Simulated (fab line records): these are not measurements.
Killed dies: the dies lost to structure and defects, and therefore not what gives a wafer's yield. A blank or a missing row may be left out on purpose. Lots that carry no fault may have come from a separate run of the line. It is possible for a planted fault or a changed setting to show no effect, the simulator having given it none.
Matching of chambers / flow berkeley_cmos170 / UCB170_GATE_WET_ETCH_00 on wet_bench-02 has 3 sister chambers
The step etches SiO2 in dHF, time 200 s. 14 wafers are shown with their chamber, then 7 later ones without.

== WAFERS PAIRED WITH THEIR CHAMBERS ==
wafer=L734.2; chamber=0; run_length_s (s)=232
wafer=L734.3; chamber=0; run_length_s (s)=232
wafer=L734.5; chamber=0; run_length_s (s)=232
wafer=L736.2; chamber=2; run_length_s (s)=234
wafer=L736.4; chamber=2; run_length_s (s)=234
wafer=L736.5; chamber=2; run_length_s (s)=234
wafer=L735.3; chamber=1; run_length_s (s)=234
wafer=L735.4; chamber=1; run_length_s (s)=234
wafer=L735.6; chamber=1; run_length_s (s)=234
wafer=L738.1; chamber=2; run_length_s (s)=225
wafer=L738.2; chamber=2; run_length_s (s)=225
wafer=L738.3; chamber=2; run_length_s (s)=225
wafer=L737.3; chamber=1; run_length_s (s)=226
wafer=L737.4; chamber=1; run_length_s (s)=226

SIGNATURES (averages over the wafers above)
reading=run_length_s; chamber 0=232.00; chamber 1=230.80; chamber 2=229.50; scatter within a chamber=4.25
Rule: a wafer lies at a distance from a chamber equal to the root of the sum of squares, over the readings, of (its reading less the chamber's mean, divided by the reading's scatter). If the next closest chamber is less than 2 further off than the closest, the wafer can't be placed; otherwise it belongs to the closest. The scatter is the square root of a quotient: the sum, over the shown wafers, of each reading's squared deviation from its chamber's mean, divided by wafers minus chambers.

== WAFERS WITHOUT THEIR CHAMBER ==
wafer=L737.6; run_length_s (s)=226
wafer=L739.1; run_length_s (s)=226
wafer=L739.3; run_length_s (s)=226
wafer=L739.5; run_length_s (s)=226
wafer=L742.2; run_length_s (s)=227
wafer=L742.3; run_length_s (s)=227
wafer=L742.5; run_length_s (s)=227

== WHICH CHAMBER EACH ONE RAN IN ==
wafer=L737.6; from the rows above=can't be placed: 2 or 1 or 0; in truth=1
wafer=L739.1; from the rows above=can't be placed: 2 or 1 or 0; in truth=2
wafer=L739.3; from the rows above=can't be placed: 2 or 1 or 0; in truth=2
wafer=L739.5; from the rows above=can't be placed: 2 or 1 or 0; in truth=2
wafer=L742.2; from the rows above=can't be placed: 2 or 1 or 0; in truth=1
wafer=L742.3; from the rows above=can't be placed: 2 or 1 or 0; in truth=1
wafer=L742.5; from the rows above=can't be placed: 2 or 1 or 0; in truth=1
Placed correctly: 0 of 7. Not placeable from these rows: 7 (in 7, the candidates include the true chamber). Placed wrongly: 0.
